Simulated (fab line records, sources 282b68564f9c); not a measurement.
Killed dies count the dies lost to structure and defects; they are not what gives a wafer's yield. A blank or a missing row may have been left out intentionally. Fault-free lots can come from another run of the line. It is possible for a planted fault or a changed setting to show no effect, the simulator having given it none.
Split-lot experiment -- flow ritCmos -- route with 202 steps; 5 lots, 23 wafers read

## SPLIT DETAILS
At RIT_CONTACT_COAT_03 (resist thk 1000 nm), the setting resistThkNm was moved away from the recipe's 1000 nm on 7 of the 23 wafers read, by -5.4% to -2.2%. For the rest of the wafers, this setting stayed at what the recipe calls for.

## FROM THE SPLIT TO THE READING: what the file shows between them, 3 steps
- RIT_CONTACT_SOFTBAKE_04: time 60 s
- RIT_CONTACT_EXPOSE_05: exposes mask M11, target cd 1000 nm
- RIT_CONTACT_HARDBAKE_10: time 60 s

## THE READING
NOVOLAK_of_CONTACT_COAT_03.thkNm (the simulator's own value, which no gauge read), in nm, at RIT_CONTACT_ETCH_11 (etches SiO2 in CHF3/CF4/Ar, stops on TiSi2, target depth 480 nm, time 320 s). The file does not state a usual value for it. Average 768.3 nm, standard deviation 2.4 nm, over the 16 wafers here run with the recipe.

wafer,"tool, chamber at the split","resistThkNm as run, nm",against the recipe,"NOVOLAK_of_CONTACT_COAT_03.thkNm, nm",against lot-mates on the recipe
L075.3,"lithoTrack-01, 0",1000,recipe,768.5,-
L075.4,"lithoTrack-01, 0",1000,recipe,766.3,-
L075.5,"lithoTrack-01, 0",1000,recipe,762.6,-
L077.1,"lithoTrack-03, 0",1000,recipe,764.3,-
L077.2,"lithoTrack-03, 0",1000,recipe,766.9,-
L077.3,"lithoTrack-03, 0",978.4,-2.2%,750.4,-15.9
L077.4,"lithoTrack-03, 0",1000,recipe,767.6,-
L077.6,"lithoTrack-03, 0",978.4,-2.2%,746.3,-20.0
L078.1,"lithoTrack-03, 0",1000,recipe,768.1,-
L078.3,"lithoTrack-03, 0",1000,recipe,771.6,-
L078.4,"lithoTrack-03, 0",967.1,-3.3%,742.1,-27.8
L078.5,"lithoTrack-03, 0",967.1,-3.3%,743.7,-26.1
L078.6,"lithoTrack-03, 0",967.1,-3.3%,743.7,-26.1
L080.1,"lithoTrack-03, 0",945.8,-5.4%,721.6,-47.1
L080.2,"lithoTrack-03, 0",1000,recipe,768.5,-
L080.4,"lithoTrack-03, 0",1000,recipe,768.8,-
L080.5,"lithoTrack-03, 0",945.8,-5.4%,722.1,-46.6
L080.6,"lithoTrack-03, 0",1000,recipe,768.9,-
L083.1,"lithoTrack-04, 0",1000,recipe,770.4,-
L083.2,"lithoTrack-04, 0",1000,recipe,771.1,-
L083.5,"lithoTrack-04, 0",1000,recipe,771.1,-
L083.3,"lithoTrack-04, 0",1000,recipe,769.7,-
L083.4,"lithoTrack-04, 0",1000,recipe,768.9,-

FIT RESULTS
A straight line over all 23 wafers: NOVOLAK_of_CONTACT_COAT_03.thkNm changes by +8.34 nm for each +1% of resistThkNm; r = +0.99; the points scatter about the line by 2.4 nm.
The same after taking each lot's own level away (the mean of its wafers on the recipe; 23 wafers): +8.47 nm for each +1%; r = +1.00; scatter 1.5 nm.
Per that fit: largest resistThkNm move, reading shift of 46 nm.
Measured against the standard deviation above, the lots' own levels, which go from 765.80 to 770.24 nm, span 1.9 times it.
The two slopes agree, so the slope changes little with the lot-to-lot level.
Check: -45.2 nm against its lot-mates is what the line predicts for one of the wafers moved furthest among these (-5.4%) when that wafer is left out of the fit. Against them it came out at -47.1 nm.

## OTHER SPLITS APPLIED TO THESE WAFERS
Other splits were also applied to these wafers ahead of the reading. Each is held against what the fit with the lots' levels taken away leaves over:
other split on the same wafers,wafers away from the commonest value,r with NOVOLAK_of_CONTACT_COAT_03.thkNm (lot level and that fit taken away)
RIT_ACTIVE_CVD_03 timeS,15,-0.20
RIT_ACTIVE_ETCH_13 rfW,7,-0.32
RIT_GATE_DEVELOP_15 developTimeS,11,+0.06
RIT_GATE_ETCH_19 rfW,7,-0.10
RIT_SPACER_CVD_03 pressureMtorr,15,+0.12
RIT_NSD_IMPLANT_08 energyKev,6,+0.07

## THE WHOLE CHAIN: every reading that the file lists as answering this split, in the file's order
step,what it does,reading,change (the file's fit),r (the file's)
RIT_CONTACT_COAT_03,resist thk 1000 nm,"NOVOLAK_of_CONTACT_COAT_03.thkNm (the simulator's own value, which no gauge read)",+9.8 nm for each +1% of the setting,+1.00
RIT_CONTACT_HARDBAKE_10,time 60 s,"NOVOLAK_of_CONTACT_COAT_03.thkNm (the simulator's own value, which no gauge read)",+8.58 nm for each +1% of the setting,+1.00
RIT_CONTACT_ETCH_11,"etches SiO2 in CHF3/CF4/Ar, stops on TiSi2, target depth 480 nm, time 320 s","NOVOLAK_of_CONTACT_COAT_03.thkNm (the simulator's own value, which no gauge read)",+8.48 nm for each +1% of the setting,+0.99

## FILE'S OWN FIT
NOVOLAK_of_CONTACT_COAT_03.thkNm changes by +8.48 nm for each +1% of resistThkNm, r = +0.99.
